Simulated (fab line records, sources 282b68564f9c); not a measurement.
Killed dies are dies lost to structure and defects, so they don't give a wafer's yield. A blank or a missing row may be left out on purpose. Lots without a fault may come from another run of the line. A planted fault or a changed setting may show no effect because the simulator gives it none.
Which tool did it? | flow rit_cmos | 15 lots, 45 wafers sampled, at 2 steps of a route of 202

WHAT THE GAUGES READ, wafer by wafer
The record holds no reading of a measuring or inspecting step that can be judged against a usual standard deviation.

WHICH TOOL RAN EACH LOT (tool, then ch and the chambers of the sampled wafers, then the start)
lot  | RIT_NLDD_STRIP_09                   | RIT_M1_PROBE_99
L904 | plasma_asher-04 ch 0,1, day 2 16:57 | -
L905 | plasma_asher-03 ch 0,1, day 2 22:03 | -
L906 | plasma_asher-04 ch 0,1, day 3 04:19 | -
L907 | plasma_asher-02 ch 0,1, day 3 10:04 | -
L908 | plasma_asher-03 ch 0,1, day 3 17:12 | -
L909 | plasma_asher-03 ch 0,1, day 3 19:42 | prober-02, day 4 11:17
L912 | plasma_asher-02 ch 0,1, day 4 10:32 | -
L914 | plasma_asher-04 ch 0,1, day 4 19:12 | -
L915 | plasma_asher-03 ch 0,1, day 5 01:22 | prober-02, day 5 17:58
L916 | plasma_asher-02 ch 0,1, day 5 07:43 | prober-01, day 6 00:02
L918 | plasma_asher-02 ch 0,1, day 5 15:31 | -
L921 | plasma_asher-02 ch 0,1, day 6 07:54 | prober-02, day 7 03:04
L922 | plasma_asher-02 ch 0,1, day 6 15:04 | prober-01, day 7 08:44
L923 | plasma_asher-02 ch 0,1, day 6 20:58 | prober-02, day 7 15:35
L927 | plasma_asher-04 ch 0,1, day 8 01:10 | prober-02, day 8 18:32
- RIT_NLDD_STRIP_09: strips in O2, time 180 s.
- RIT_M1_PROBE_99

WHAT THE TOOLS THEMSELVES READ (means of the sampled wafers that have a number; where no wafer has one, the mark that the record gives instead)
RIT_NLDD_STRIP_09. Usual: chamber_pressure_mTorr 4000 mTorr, standard deviation 3.5; drypump_motor_current_A 5.7 A, standard deviation 0.52.
lot  | tool            | chamber_pressure_mTorr (mTorr) | drypump_motor_current_A (A) | flag
L904 | plasma_asher-04 | 4000                           | 6.0                         |
L905 | plasma_asher-03 | 3999                           | 6.0                         |
L906 | plasma_asher-04 | 3995                           | 5.8                         |
L907 | plasma_asher-02 | 4004                           | 5.2                         |
L908 | plasma_asher-03 | 4001                           | 6.0                         |
L909 | plasma_asher-03 | 3997                           | 6.2                         |
L912 | plasma_asher-02 | 3999                           | 5.2                         |
L914 | plasma_asher-04 | 4002                           | 5.8                         |
L915 | plasma_asher-03 | 3998                           | 6.0                         |
L916 | plasma_asher-02 | 4002                           | 5.2                         |
L918 | plasma_asher-02 | 3999                           | 5.2                         |
L921 | plasma_asher-02 | 3336                           | 5.2                         | OFF
L922 | plasma_asher-02 | 3338                           | 5.2                         | OFF
L923 | plasma_asher-02 | 2666                           | 5.2                         | OFF
L927 | plasma_asher-04 | 4000                           | 5.8                         |

RIT_M1_PROBE_99. Usual: killed_at_contacts 0.1, standard deviation 0.31; killed_at_front_end 6.3, standard deviation 3; killed_dies 6.4, standard deviation 3; killed_open 3, standard deviation 1.9; killed_short 3.4, standard deviation 1.9.
lot  | tool      | killed_at_contacts | killed_at_front_end | killed_dies | killed_open | killed_short | flag
L909 | prober-02 | 0.0                | 5.7                 | 5.7         | 2           | 3.3          |
L915 | prober-02 | 0.0                | 6.3                 | 6.3         | 3           | 3.7          |
L916 | prober-01 | 0.3                | 9.3                 | 9.7         | 5           | 4.0          |
L921 | prober-02 | 0.0                | 8.7                 | 8.7         | 3           | 5.3          |
L922 | prober-01 | 0.3                | 6.0                 | 6.3         | 2           | 4.0          |
L923 | prober-02 | 0.0                | 4.7                 | 4.7         | 2           | 3.0          |
L927 | prober-02 | 0.0                | 3.3                 | 3.3         | 2           | 1.0          |

THE ANSWER, worked out from the rows above alone
Rule: a lot is off if the mean of its wafers that have a number lies more than 3 standard deviations from the usual mean. A lot without any number at a reading at which 4 lots or more have one is off too. The other lots that the step has rows for count as sound. The gauges are gone through in route order, then the tools' own readings, and for those a lot's mean is taken as printed above. The first step at which some lot is off is used, and at that step the reading that is off furthest; a lot without a number counts as furthest.
Off: L921, L922, L923, at RIT_NLDD_STRIP_09 (chamber_pressure_mTorr).
A tool fits if, at that step or a process step before it, it ran every lot that is off, and no sound lot after the first of them. One fits: plasma_asher-02 at RIT_NLDD_STRIP_09. Its last sound lot is L918 (day 5 15:31), its first lot that is off L921 (day 6 07:54): a fault that began between those two fits.
The tool's own readings at RIT_NLDD_STRIP_09 bear it out: on the lots that are off they differ by more than 5 times the standard deviation of the sound lots' means. chamber_pressure_mTorr reads 3113 mTorr there against 4000 mTorr on the sound lots.

WHAT THE SIMULATOR HAD PUT IN
Process parameter drift: plasma_asher-02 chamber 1, from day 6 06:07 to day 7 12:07, at RIT_NLDD_STRIP_09. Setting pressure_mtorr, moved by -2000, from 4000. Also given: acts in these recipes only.
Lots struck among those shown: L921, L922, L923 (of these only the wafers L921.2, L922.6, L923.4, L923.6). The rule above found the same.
